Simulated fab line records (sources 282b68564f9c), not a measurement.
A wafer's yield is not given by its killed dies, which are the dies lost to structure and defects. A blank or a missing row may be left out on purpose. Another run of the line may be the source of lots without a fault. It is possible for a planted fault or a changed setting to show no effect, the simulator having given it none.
fab line records -- flow rit-cmos
[record] lots = 5, wafers = 15, last-day = 7
route steps=202 shown NSD@141 PSD@142 SDANNEAL@153 M1@202
lots untouched by any fault: they come from a run of this same line in which no faults occurred
start-h: hours from the record's opening day to when the first of the lot's shown wafers began -- wait-h: hours elapsed since this lot's preceding step -- " the same as in the row above -- L1.1+2: a single row standing in for several wafers -- - value missing, or start not given -- * or withheld: withheld -- < > ~ a bound
route shown NAME@n: NAME is a module with steps in the file, n the number in the route of the first one -- usual: mean and standard deviation over wafers with no fault -- same: alike in all rows -- chamber/n: place in a boat -- sites: per-site readings -- _std_site: their standard deviation -- _edge_site: mean of outer sites minus mean of inner sites -- radius-mm: for every site, how far away it sits from the centre of the wafer -- mask NAME#n: copy n -- behind: the last tool/chamber to shape the wafer -- hold: the reason the lot was held/the length of the hold in hours/how it ended -- device: names the non-switching transistor (n, p or np) -- end of line: tests of these same wafers at the route's end -- where a step has no rows: the recipe by itself -- killed: at the first sort, the dies lost to defects and structure; wafer yield is something else -- map: dies across one wafer; x = killed, . = not, _ = none there
set.NAME: the run value of the setting; set.NAME@STEP: its run value at that earlier step -- model.NAME: the simulator's own value behind a step, which no gauge read
lots seen at some steps along the route; tables by step, rows by wafer
services: the hour from which a tool's chamber was out of use, counted from the record's first day as start-h (under 0 if before that day), plus the number of hours and why
[[steps]]
[step RIT_NSD_TW_MEAS_10]
[usual] NSD_TW = 3128/29
lot.wafer,tool,chamber,start-h,wait-h,NSD_TW
L665.1,film-metro-04,-,49.03,0.1,3091
L665.5,film-metro-04,-,49.03,0.1,3111
L665.6,film-metro-04,-,49.03,0.1,3087
L680.2,film-metro-01,-,123.21,0.1,3137
L680.4,film-metro-01,-,123.21,0.1,3146
L680.5,film-metro-01,-,123.21,0.1,3158
L685.2,film-metro-01,-,147.93,0.1,3157
L685.3,film-metro-01,-,147.93,0.1,3157
L685.4,film-metro-01,-,147.93,0.1,3158
L686.2,film-metro-01,-,151.63,0.1,3166
L686.3,film-metro-01,-,151.63,0.1,3149
L686.6,film-metro-01,-,151.63,0.1,3172
L687.2,film-metro-01,-,158.34,0.1,3161
L687.3,film-metro-01,-,158.34,0.1,3154
L687.6,film-metro-01,-,158.34,0.1,3157
[step RIT_PSD_HMDS_00]
[recipe] prime-time-s = 60, prime-temp-c = 140
[step RIT_PSD_COAT_01]
[recipe] resist = NOVOLAK, spin-rpm = 3250, resist-thk-nm = 1000
[step RIT_PSD_SOFTBAKE_02]
[recipe] resist = NOVOLAK, temp-c = 90, time-s = 60
[step RIT_PSD_EXPOSE_03]
[recipe] mask-id = M10, na = 0.57, target-cd-nm = 40900, dose-mj = 250
[step RIT_PSD_PEB_04]
[recipe] resist = NOVOLAK, temp-c = withheld, time-s = withheld
[step RIT_PSD_DEVELOP_05]
[recipe] resist = NOVOLAK, develop-time-s = 50, dev-temp-c = 23
[step RIT_PSD_OVL_MEAS_06]
[usual] PSD_OVL = 0.6/1.7
lot.wafer,tool,chamber,start-h,wait-h,PSD_OVL[nm]
L665.1,overlay-02,-,49.94,-,0.5
L665.5,overlay-02,-,49.94,-,-0.1
L665.6,overlay-02,-,49.94,-,1.1
L680.2,overlay-01,-,124.12,-,0.1
L680.4,overlay-01,-,124.12,-,-1.4
L680.5,overlay-01,-,124.12,-,1.6
L685.2,overlay-01,-,148.84,-,0.8
L685.3,overlay-01,-,148.84,-,1.0
L685.4,overlay-01,-,148.84,-,1.6
L686.2,overlay-01,-,152.67,-,2.4
L686.3,overlay-01,-,152.67,-,0.7
L686.6,overlay-01,-,152.67,-,1.5
L687.2,overlay-01,-,159.24,-,0.3
L687.3,overlay-01,-,159.24,-,1.8
L687.6,overlay-01,-,159.24,-,1.0
[step RIT_PSD_HARDBAKE_07]
[recipe] resist = NOVOLAK, temp-c = 140, time-s = 60
[step RIT_PSD_IMPLANT_08]
[recipe] species = BF2, energy-kev = 27, dose-cm2 = 5e+15, tilt-deg = 7
[step RIT_PSD_STRIP_09]
[recipe] chemistry = O2, time-s = 180, resist = NOVOLAK, platen-temp-c = withheld, power-w = 500, pressure-mtorr = 4000, o2-flow-sccm = 4000
[usual] chamber-pressure-mTorr = 4000/3.6, drypump-motor-current-A = 5.69/0.27
lot.wafer,tool,chamber,start-h,wait-h,chamber-pressure-mTorr,drypump-motor-current-A,rf-hours-counter-h
L665.1,plasma-asher-03,0,50.28,0.1,3996,5.47,38
L665.5,plasma-asher-03,0,50.28,0.1,4007,5.43,-
L665.6,plasma-asher-03,1,50.28,0.1,4000,5.97,-
L680.2,plasma-asher-03,0,124.45,0.1,4004,5.43,47
L680.4,plasma-asher-03,0,124.45,0.1,3999,5.47,-
L680.5,plasma-asher-03,1,124.45,0.1,3999,5.95,-
L685.2,plasma-asher-02,1,149.17,0.1,3999,5.87,39
L685.3,plasma-asher-02,0,149.17,0.1,4004,5.28,-
L685.4,plasma-asher-02,1,149.17,0.1,3998,5.89,-
L686.2,plasma-asher-04,0,153.00,0.1,4000,6.00,4
L686.3,plasma-asher-04,0,153.00,0.1,3998,6.00,-
L686.6,plasma-asher-04,0,153.00,0.1,3996,5.99,-
L687.2,plasma-asher-04,0,159.57,0.1,4003,5.99,5
L687.3,plasma-asher-04,0,159.57,0.1,4001,6.00,-
L687.6,plasma-asher-04,0,159.57,0.1,3999,5.99,-
[step RIT_PSD_TW_MEAS_10]
[usual] PSD_TW = 3416/35
lot.wafer,tool,chamber,start-h,wait-h,PSD_TW
L665.1,film-metro-04,-,50.45,0.1,3402
L665.5,film-metro-04,-,50.45,0.1,3385
L665.6,film-metro-04,-,50.45,0.1,3377
L680.2,film-metro-04,-,124.63,0.1,3408
L680.4,film-metro-04,-,124.63,0.1,3378
L680.5,film-metro-04,-,124.63,0.1,3381
L685.2,film-metro-04,-,149.35,0.1,3391
L685.3,film-metro-04,-,149.35,0.1,3378
L685.4,film-metro-04,-,149.35,0.1,3389
L686.2,film-metro-01,-,153.18,0.1,3469
L686.3,film-metro-01,-,153.18,0.1,3470
L686.6,film-metro-01,-,153.18,0.1,3474
L687.2,film-metro-01,-,159.76,0.1,3460
L687.3,film-metro-01,-,159.76,0.1,3489
L687.6,film-metro-01,-,159.76,0.1,3463
[step RIT_SDANNEAL_CLEAN_00]
[recipe] chemistry = SC1, mix = 3:3:50, time-s = 600, temp-c = 75
[usual] bath-guard-temp-C = 75.0/0.36, temp-c = 75.02/0.14
lot.wafer,tool,chamber,start-h,wait-h,bath-guard-temp-C,temp-c
L665.1,wet-bench-01,3,50.51,0.1,75.4,74.87
L665.5,wet-bench-01,3,50.51,0.1,75.1,74.91
L665.6,wet-bench-01,3,50.51,0.1,75.4,74.91
L680.2,wet-bench-04,1,124.68,0.0,80.7,80.64
L680.4,wet-bench-04,1,124.68,0.0,81.0,80.64
L680.5,wet-bench-04,1,124.68,0.0,80.4,80.75
L685.2,wet-bench-04,3,149.40,0.0,74.8,74.94
L685.3,wet-bench-04,3,149.40,0.0,74.8,74.87
L685.4,wet-bench-04,3,149.40,0.0,74.9,75.14
L686.2,wet-bench-01,0,153.23,0.0,74.9,75.15
L686.3,wet-bench-01,0,153.23,0.0,75.1,75.22
L686.6,wet-bench-01,0,153.23,0.0,75.1,75.26
L687.2,wet-bench-03,0,159.81,0.0,74.7,75.12
L687.3,wet-bench-03,0,159.81,0.0,74.5,75.01
L687.6,wet-bench-03,0,159.81,0.0,74.7,75.06
[step RIT_SDANNEAL_CLEAN_01]
[recipe] chemistry = dHF, dilution = 50:1, time-s = 30
[step RIT_M1_PROBE_99]
[usual] defect-limited-yield = 97.3/1.3, killed-at-contacts = 0.1/0.25, killed-at-front-end = 7/3.3, killed-dies = 7/3.3, killed-open = 3.6/2, killed-short = 3.6/2.1, sort_bin_3_pad_short = 0.1/0.25, sort_bin_5_function = 1.6/0.91, sort_bin_6_memory = 1.0/0.65, sort-n-pass = 257/3.3, sort-yield-pct = 97.3/1.3
[same] gross-dies = 264, killed_at_M0_to_M3 = 0, killed_at_M4_up = 0, killed-at-back-side = 0, killed-at-other = 0
lot.wafer,tool,chamber,start-h,wait-h,defect-limited-yield[%],killed-at-contacts,killed-at-front-end,killed-dies,killed-open,killed-short,sort_bin_3_pad_short[%],sort_bin_5_function[%],sort_bin_6_memory[%],sort-n-pass,sort-yield-pct[%]
L665.1,prober-01,-,58.30,0.1,96.6,0,9,9,4,5,0.4,1.5,1.5,255,96.6
L665.5,prober-01,-,58.50,0.2,97.3,0,7,7,3,4,0,1.9,0.8,257,97.3
L665.6,prober-01,-,58.55,0.2,98.1,0,5,5,3,2,0,1.1,0.8,259,98.1
L685.2,prober-01,-,157.99,0.1,97.0,0,8,8,4,4,0,2.3,0.8,256,97.0
L685.3,prober-01,-,158.04,0.2,96.2,0,10,10,6,4,0,1.9,1.9,254,96.2
L685.4,prober-01,-,158.09,0.2,98.5,0,4,4,2,2,0,1.1,0.4,260,98.5
L686.2,prober-02,-,161.91,0.1,97.7,0,6,6,3,3,0,2.3,0,258,97.7
L686.3,prober-02,-,161.96,0.2,98.1,0,5,5,1,4,0.4,1.1,0.4,259,98.1
L686.6,prober-02,-,162.11,0.2,98.9,0,3,3,1,2,0,0.4,0.8,261,98.9
L687.2,prober-01,-,169.21,0.1,97.0,0,8,8,5,3,0,2.3,0.8,256,97.0
L687.3,prober-01,-,169.26,0.2,96.6,0,9,9,2,7,0.8,1.1,1.5,255,96.6
L687.6,prober-01,-,169.41,0.2,98.1,1,4,5,2,3,0,1.1,0.8,259,98.1
// killed by level:class
L665.1 GATE:geometric-particle:short=3 FOX1:geometric-particle:open=2 GATE:geometric-particle:open=2 FOX1:geometric-particle:short=1 SILICIDE:geometric-particle:short=1
L665.5 FOX1:geometric-particle:short=2 GATE:geometric-particle:open=2 GATE:geometric-particle:short=1 SILICIDE:geometric-particle:open=1 SILICIDE:geometric-particle:short=1
L665.6 ACTIVE:geometric-particle:open=1 FOX2:geometric-particle:open=1 FOX2:geometric-particle:short=1 GATE:geometric-particle:open=1 SPACER:geometric-particle:short=1
L685.2 REOX:geometric-particle:short=3 SILICIDE:geometric-particle:open=3 ACTIVE:geometric-particle:short=1 GATE:geometric-particle:open=1
L685.3 GATE:geometric-particle:open=3 GATE:geometric-particle:short=2 REOX:geometric-particle:short=2 SILICIDE:geometric-particle:open=2 SPACER:geometric-particle:open=1
L685.4 GATE:geometric-particle:short=2 GATE:geometric-particle:open=1 SILICIDE:geometric-particle:open=1
L686.2 FOX1:geometric-particle:short=2 GATE:geometric-particle:open=2 FOX1:geometric-particle:open=1 REOX:geometric-particle:short=1
L686.3 FOX1:geometric-particle:short=3 FOX2:geometric-particle:short=1 FOX2:geometric-particle:open=1
L686.6 FOX1:geometric-particle:short=1 REOX:geometric-particle:short=1 SPACER:geometric-particle:open=1
L687.2 GATE:geometric-particle:open=2 SILICIDE:geometric-particle:open=2 FOX1:geometric-particle:short=1 REOX:geometric-particle:short=1 REOX:geometric-particle:open=1 SILICIDE:geometric-particle:short=1
L687.3 FOX2:geometric-particle:short=3 GATE:geometric-particle:short=2 FOX2:geometric-particle:open=1 GATE:geometric-particle:open=1 SPACER:geometric-particle:short=1 SILICIDE:geometric-particle:short=1
L687.6 SILICIDE:geometric-particle:short=2 GATE:geometric-particle:short=1 REOX:geometric-particle:open=1 CONTACT:geometric-particle:open=1
[[services]]
tool,chamber,start-h,hours,kind
plasma-asher-04,-,108.75,9.0,pm
plasma-asher-04,0,108.75,9.0,vent-cycle
plasma-asher-04,1,108.75,9.0,vent-cycle
plasma-asher-04,0,117.75,-,clean
plasma-asher-04,1,117.75,-,clean
[[key]]
[first-sign] step = RIT_SDANNEAL_CLEAN_00, reading = temp-c, direction = up, sigmas = 40, usual = *, struck = *
[effect] step = RIT_SDANNEAL_CLEAN_00, reading = bath-guard-temp-C, direction = up, sigmas = 16, usual = *, struck = *
met-at RIT_SDANNEAL_CLEAN_00
struck-wafers L680.2,L680.4,L680.5
rows-end L680.2,L680.4,L680.5
[fault] kind = process-parameter-drift, tool = wet-bench-04, chamber = 1, onset-h = 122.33, steps = RIT_SDANNEAL_CLEAN_00, channel = temp-c, offset = *, shape = step, end-h = 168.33, acts-in = *, stated = *
// rows-end: these wafers met a further fault down the route, and their rows from its step on are left out
